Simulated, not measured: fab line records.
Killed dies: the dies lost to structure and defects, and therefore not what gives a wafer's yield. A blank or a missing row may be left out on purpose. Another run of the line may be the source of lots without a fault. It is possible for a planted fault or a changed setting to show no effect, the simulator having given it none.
fab line records ; flow rit_cmos
record: lots: 7; wafers: 21; last_day: 7
route steps=202 shown CONTACT@170 M1@202
lots with no fault: from the same line, run without faults
start_h: start of the lot's first displayed wafer, in hours after the record's first day ; wait_h: hours from the lot's prior step to this one ; " identical to the entry in the row above ; L1.1+2: one row covering several wafers at once ; - either no value or no given start ; * or withheld: withheld ; < > ~ a bound
route shown NAME@n: a module of which the file shows steps, and the number in the route of the first ; usual: mean/standard deviation of fault-free wafers ; same: alike in all rows ; chamber/n: place in a boat ; sites: the reading at each site ; _std_site: the values' standard deviation ; _edge_site: mean of outer sites minus mean of inner sites ; radius_mm: how far each site lies from the wafer's centre ; mask NAME#n: copy n ; behind: tool/chamber where the wafer was last shaped ; hold: what put the lot on hold/how long, in hours/how the hold closed ; device: the transistor (n, p or np) that didn't switch ; end of line: at the end of the route, the tests of the same wafers ; step lacking rows: just its recipe ; killed: at the first sort, the dies lost to defects and structure; wafer yield is something else ; map: shows each die of a wafer: x if killed, . if not, _ if none is there
set.NAME: the setting as run; set.NAME@STEP: as run at that earlier step ; model.NAME: the simulator's own value behind a step, which no gauge read
lots seen at some steps along the route; tables by step, rows by wafer
services: when a tool's chamber went out of use (start_h, in hours from the record's first day, below 0 if earlier), for how many hours, and the reason
== steps ==
step: RIT_CONTACT_HMDS_02
recipe: prime_time_s: 60; prime_temp_c: 140
step: RIT_CONTACT_COAT_03
recipe: resist: NOVOLAK; spin_rpm: 3250; resist_thk_nm: 1000
step: RIT_CONTACT_SOFTBAKE_04
recipe: resist: NOVOLAK; temp_c: 90; time_s: 60
step: RIT_CONTACT_EXPOSE_05
recipe: mask_id: M11; na: 0.6; source_shape: conventional; sigma_outer: 0.5; target_cd_nm: 1000; dose_mj: 250
step: RIT_CONTACT_PEB_06
recipe: resist: NOVOLAK; temp_c: withheld; time_s: withheld
step: RIT_CONTACT_DEVELOP_07
recipe: resist: NOVOLAK; develop_time_s: 120; dev_temp_c: 23
step: RIT_CONTACT_CD_MEAS_08
recipe: target_cd_nm: 1000
usual: cd_nm: 999.8/2.2
lot.wafer;tool;chamber;start_h;wait_h;cd_nm
L516.1;cd_sem-02;-;54.87;-;1001.6
L516.4;cd_sem-02;-;54.87;-;999.6
L516.6;cd_sem-02;-;54.87;-;1000.7
L521.1;cd_sem-02;-;81.23;-;1001.5
L521.2;cd_sem-02;-;81.23;-;1002.3
L521.4;cd_sem-02;-;81.23;-;1002.1
L523.2;cd_sem-02;-;87.15;-;997.7
L523.4;cd_sem-02;-;87.15;-;997.7
L523.5;cd_sem-02;-;87.15;-;997.8
L525.1;cd_sem-02;-;102.13;-;999.5
L525.4;cd_sem-02;-;102.13;-;1002.5
L525.5;cd_sem-02;-;102.13;-;998.4
L526.2;cd_sem-02;-;102.99;-;1000.9
L526.5;cd_sem-02;-;102.99;-;998.1
L526.6;cd_sem-02;-;102.99;-;999.0
L527.2;cd_sem-02;-;107.55;-;996.7
L527.3;cd_sem-02;-;107.55;-;999.1
L527.6;cd_sem-02;-;107.55;-;1000.2
L538.1;cd_sem-01;-;163.84;-;998.3
L538.3;cd_sem-01;-;163.84;-;998.1
L538.6;cd_sem-01;-;163.84;-;997.8
step: RIT_CONTACT_OVL_MEAS_09
usual: CONTACT_OVL: 0.0/1.3
lot.wafer;tool;chamber;start_h;wait_h;CONTACT_OVL[nm]
L516.1;overlay-02;-;54.99;0.1;-1.5
L516.4;overlay-02;-;54.99;0.1;-0.6
L516.6;overlay-02;-;54.99;0.1;-1.2
L521.1;overlay-01;-;81.35;0.1;0.3
L521.2;overlay-01;-;81.35;0.1;0.0
L521.4;overlay-01;-;81.35;0.1;-0.2
L523.2;overlay-02;-;87.26;0.1;-0.9
L523.4;overlay-02;-;87.26;0.1;-1.7
L523.5;overlay-02;-;87.26;0.1;-2.9
L525.1;overlay-01;-;102.25;0.1;-0.4
L525.4;overlay-01;-;102.25;0.1;1.3
L525.5;overlay-01;-;102.25;0.1;0.1
L526.2;overlay-02;-;103.10;0.1;0.0
L526.5;overlay-02;-;103.10;0.1;0.2
L526.6;overlay-02;-;103.10;0.1;0.8
L527.2;overlay-02;-;107.66;0.1;2.3
L527.3;overlay-02;-;107.66;0.1;1.0
L527.6;overlay-02;-;107.66;0.1;0.5
L538.1;overlay-01;-;163.96;0.1;-3.2
L538.3;overlay-01;-;163.96;0.1;-0.9
L538.6;overlay-01;-;163.96;0.1;-1.7
step: RIT_CONTACT_HARDBAKE_10
recipe: resist: NOVOLAK; temp_c: 140; time_s: 60
step: RIT_CONTACT_ETCH_11
recipe: target_depth_a: 4800; over_etch_frac: 0.2; stop_on: TiSi2; chemistry: CHF3/CF4/Ar; target: SiO2; CHF3_flow_sccm: 50; cf4_flow_sccm: 10; Ar_flow_sccm: 100; O2_flow_sccm: 5; pressure_mtorr: 100; rf_w: 200; time_s: 320
usual: drypump_motor_current_A: 5.8/0.5; oes_product_au: 0.990/0.013; throttle_valve_pct: 8.91/0.12
lot.wafer;tool;chamber;start_h;wait_h;drypump_motor_current_A;oes_product_au;rf_hours_counter_h;throttle_valve_pct
L516.1;rie_diel-04;1;55.17;0.1;5.9;0.990;164;8.84
L516.4;rie_diel-04;2;55.17;0.1;6.0;0.993;141;9.14
L516.6;rie_diel-04;0;55.17;0.1;6.5;1.004;-;8.87
L521.1;rie_diel-01;1;81.54;0.1;5.8;0.976;162;8.99
L521.2;rie_diel-01;0;81.54;0.1;5.7;0.979;20;8.74
L521.4;rie_diel-01;2;81.54;0.1;5.4;0.983;81;9.01
L523.2;rie_diel-04;2;87.44;0.1;6.0;0.994;141;9.14
L523.4;rie_diel-04;3;87.44;0.1;6.3;1.018;96;8.89
L523.5;rie_diel-04;0;87.44;0.1;6.5;1.007;-;8.86
L525.1;rie_diel-01;3;102.43;0.1;5.5;0.973;123;8.90
L525.4;rie_diel-01;0;102.43;0.1;5.6;0.987;-;8.73
L525.5;rie_diel-01;2;102.43;0.1;5.5;0.999;-;9.01
L526.2;rie_diel-04;3;103.28;0.1;6.3;1.019;97;8.88
L526.5;rie_diel-04;0;103.28;0.1;6.5;1.008;-;8.85
L526.6;rie_diel-04;3;103.28;0.1;6.3;1.012;-;8.91
L527.2;rie_diel-01;3;107.84;0.1;5.5;0.965;123;8.91
L527.3;rie_diel-01;2;107.84;0.1;5.4;1.004;82;9.00
L527.6;rie_diel-01;2;107.84;0.1;5.5;0.984;-;9.01
L538.1;rie_diel-01;0;164.15;0.1;5.7;0.989;22;8.75
L538.3;rie_diel-01;3;164.15;0.1;5.5;0.968;124;8.90
L538.6;rie_diel-01;1;164.15;0.1;5.8;0.989;-;8.98
step: RIT_CONTACT_STRIP_12
recipe: chemistry: O2; time_s: 180; resist: NOVOLAK; platen_temp_c: withheld; power_w: 500; pressure_mtorr: 4000; o2_flow_sccm: 4000
usual: drypump_motor_current_A: 5.6/0.44
lot.wafer;tool;chamber;start_h;wait_h;drypump_motor_current_A;rf_hours_counter_h
L516.1;plasma_asher-04;0;55.37;0.1;6.0;42
L516.4;plasma_asher-04;0;55.37;0.1;6.0;-
L516.6;plasma_asher-04;1;55.37;0.1;5.3;-
L521.1;plasma_asher-04;1;81.73;0.1;5.4;45
L521.2;plasma_asher-04;0;81.73;0.1;6.0;45
L521.4;plasma_asher-04;0;81.73;0.1;6.0;-
L523.2;plasma_asher-03;0;87.63;0.1;5.5;32
L523.4;plasma_asher-03;1;87.63;0.1;5.5;-
L523.5;plasma_asher-03;0;87.63;0.1;5.5;-
L525.1;plasma_asher-03;1;102.63;0.1;5.5;33
L525.4;plasma_asher-03;1;102.63;0.1;5.5;-
L525.5;plasma_asher-03;1;102.63;0.1;5.5;-
L526.2;plasma_asher-04;1;103.48;0.1;5.3;47
L526.5;plasma_asher-04;1;103.48;0.1;5.4;-
L526.6;plasma_asher-04;0;103.48;0.1;6.0;-
L527.2;plasma_asher-03;0;108.04;0.1;5.5;34
L527.3;plasma_asher-03;1;108.04;0.1;5.4;-
L527.6;plasma_asher-03;0;108.04;0.1;5.5;-
L538.1;plasma_asher-03;1;164.34;0.1;5.5;40
L538.3;plasma_asher-03;0;164.34;0.1;5.5;-
L538.6;plasma_asher-03;1;164.34;0.1;5.5;-
step: RIT_CONTACT_CD_MEAS_90
recipe: target_cd_nm: 1000
usual: cd_nm: 999.8/2.2
lot.wafer;tool;chamber;start_h;wait_h;cd_nm
L516.1;cd_sem-02;-;55.54;0.1;1001.9
L516.4;cd_sem-02;-;55.54;0.1;999.6
L516.6;cd_sem-02;-;55.54;0.1;1001.0
L521.1;cd_sem-02;-;81.91;0.1;1002.0
L521.2;cd_sem-02;-;81.91;0.1;1002.0
L521.4;cd_sem-02;-;81.91;0.1;1002.4
L523.2;cd_sem-02;-;87.83;0.1;998.0
L523.4;cd_sem-02;-;87.83;0.1;997.8
L523.5;cd_sem-02;-;87.83;0.1;997.6
L525.1;cd_sem-02;-;102.80;0.1;999.5
L525.4;cd_sem-02;-;102.80;0.1;1001.7
L525.5;cd_sem-02;-;102.80;0.1;998.4
L526.2;cd_sem-02;-;103.67;0.1;1000.6
L526.5;cd_sem-02;-;103.67;0.1;997.8
L526.6;cd_sem-02;-;103.67;0.1;999.4
L527.2;cd_sem-02;-;108.23;0.1;997.3
L527.3;cd_sem-02;-;108.23;0.1;998.7
L527.6;cd_sem-02;-;108.23;0.1;1000.2
L538.1;cd_sem-02;-;164.52;0.1;998.1
L538.3;cd_sem-02;-;164.52;0.1;997.8
L538.6;cd_sem-02;-;164.52;0.1;998.3
step: RIT_CONTACT_CLEAN_13
recipe: chemistry: SC1; mix: 3:3:50; time_s: 600; temp_c: 75
usual: bath_guard_temp_C: 75.1/0.5; temp_c: 74.99/0.11
lot.wafer;tool;chamber;start_h;wait_h;bath_guard_temp_C;temp_c
L516.1;wet_bench-01;1;55.66;0.1;75.3;74.91
L516.4;wet_bench-01;1;55.66;0.1;75.7;74.87
L516.6;wet_bench-01;1;55.66;0.1;75.5;74.95
L521.1;wet_bench-02;2;82.03;0.1;75.2;75.06
L521.2;wet_bench-02;2;82.03;0.1;75.1;74.75
L521.4;wet_bench-02;2;82.03;0.1;75.2;75.04
L523.2;wet_bench-01;1;87.93;0.1;80.0;79.25
L523.4;wet_bench-01;1;87.93;0.1;79.8;79.24
L523.5;wet_bench-01;1;87.93;0.1;79.6;79.33
L525.1;wet_bench-02;1;102.92;0.1;74.5;74.90
L525.4;wet_bench-02;1;102.92;0.1;75.0;75.07
L525.5;wet_bench-02;1;102.92;0.1;74.7;75.13
L526.2;wet_bench-01;1;103.77;0.1;79.8;79.48
L526.5;wet_bench-01;1;103.77;0.1;79.7;79.32
L526.6;wet_bench-01;1;103.77;0.1;79.7;79.41
L527.2;wet_bench-01;1;108.33;0.1;80.0;79.19
L527.3;wet_bench-01;1;108.33;0.1;79.7;79.28
L527.6;wet_bench-01;1;108.33;0.1;79.5;79.22
L538.1;wet_bench-02;0;164.64;0.1;74.8;74.90
L538.3;wet_bench-02;0;164.64;0.1;75.0;74.97
L538.6;wet_bench-02;0;164.64;0.1;74.9;75.05
step: RIT_CONTACT_CLEAN_14
recipe: chemistry: SC2; mix: 3:3:50; time_s: 600; temp_c: 75; dry: n2_spin
step: RIT_M1_PROBE_99
usual: killed_at_M0_to_M3: 0.0/0.12; killed_at_contacts: 0.0/0.22; killed_at_front_end: 7/3.1; killed_dies: 7/3.1; killed_open: 3.5/2.2; killed_short: 3.3/1.9
same: gross_dies: 264; killed_at_M4_up: 0; killed_at_back_side: 0; killed_at_other: 0
lot.wafer;tool;chamber;start_h;wait_h;killed_at_M0_to_M3;killed_at_contacts;killed_at_front_end;killed_dies;killed_open;killed_short
L521.1;prober-01;-;86.57;0.2;0;0;6;6;5;1
L521.2;prober-01;-;86.62;0.2;0;0;6;6;3;3
L521.4;prober-01;-;86.72;0.2;0;0;7;7;4;3
L525.1;prober-02;-;108.51;0.1;0;0;10;10;4;6
L525.4;prober-02;-;108.66;0.2;0;0;6;6;4;2
L525.5;prober-02;-;108.71;0.2;0;0;5;5;5;0
L526.2;prober-01;-;108.56;0.1;0;0;5;5;1;4
L526.5;prober-01;-;108.71;0.2;0;0;6;6;2;4
L526.6;prober-01;-;108.76;0.2;0;1;6;7;3;4
killed by level:class
L521.1 SPACER:geometric_particle:open=2 FOX2:geometric_particle:open=1 GATE:geometric_particle:open=1 REOX:geometric_particle:short=1 REOX:geometric_particle:open=1
L521.2 GATE:geometric_particle:open=2 GATE:geometric_particle:short=1 SPACER:geometric_particle:open=1 SPACER:geometric_particle:short=1 SILICIDE:geometric_particle:short=1
L521.4 FOX2:geometric_particle:open=2 FOX1:geometric_particle:open=1 GATE:geometric_particle:open=1 GATE:geometric_particle:short=1 SPACER:geometric_particle:short=1 SILICIDE:geometric_particle:short=1
L525.1 SPACER:geometric_particle:short=5 SPACER:geometric_particle:open=2 FOX2:geometric_particle:open=1 GATE:geometric_particle:short=1 GATE:geometric_particle:open=1
L526.2 GATE:geometric_particle:short=2 SPACER:geometric_particle:short=2 FOX2:geometric_particle:open=1
L525.4 GATE:geometric_particle:open=3 SPACER:geometric_particle:short=2 FOX1:geometric_particle:open=1
L525.5 GATE:geometric_particle:open=3 REOX:geometric_particle:open=1 SPACER:geometric_particle:open=1
L526.5 GATE:geometric_particle:short=3 FOX2:geometric_particle:open=1 SILICIDE:geometric_particle:short=1 SILICIDE:geometric_particle:open=1
L526.6 REOX:geometric_particle:open=2 REOX:geometric_particle:short=2 GATE:geometric_particle:short=1 GATE:geometric_particle:open=1 CONTACT:geometric_particle:short=1
== services ==
tool;chamber;start_h;hours;kind
rie_diel-04;2;34.43;6.0;repair
wet_bench-02;-;43.25;4.5;repair
wet_bench-01;-;43.87;2.8;repair
rie_diel-04;2;61.87;1.7;repair
rie_diel-04;1;74.37;-;clean
rie_diel-04;1;74.37;12.3;scheduled_down
rie_diel-04;1;74.37;12.3;vent_cycle
wet_bench-02;-;75.96;1.9;pm
rie_diel-01;1;91.23;-;clean
rie_diel-01;1;91.23;23.0;scheduled_down
rie_diel-01;1;91.23;23.0;vent_cycle
plasma_asher-04;-;99.22;2.8;pm
rie_diel-04;3;105.22;3.5;repair
plasma_asher-03;-;114.53;2.8;pm
rie_diel-04;0;132.72;22.1;repair
wet_bench-01;-;154.61;0.8;repair
== key ==
first_sign: step: RIT_CONTACT_CLEAN_13; reading: temp_c; direction: up; sigmas: 39; usual: *; struck: *
effect: step: RIT_CONTACT_CLEAN_13; reading: bath_guard_temp_C; direction: up; sigmas: 9.4; usual: *; struck: *
met_at RIT_CONTACT_CLEAN_13
struck_wafers L523.2,L523.4,L523.5,L526.2,L526.5,L526.6,L527.2,L527.3,L527.6
tester_left_out L523,L526,L527
onset_between 55.66 87.93
fault: kind: process_parameter_drift; tool: wet_bench-01; chamber: -; onset_h: 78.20; steps: RIT_CONTACT_CLEAN_13; channel: temp_c; offset: *; shape: step; end_h: 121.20; acts_in: *; stated: *
tester_left_out: of these lots the tester's yield and bins aren't shown, on N5 and GAA mostly nor the transistor test; their killed dies are dies lost to structure and defects alone, not to doping, threshold or leakage, so they don't give the yield
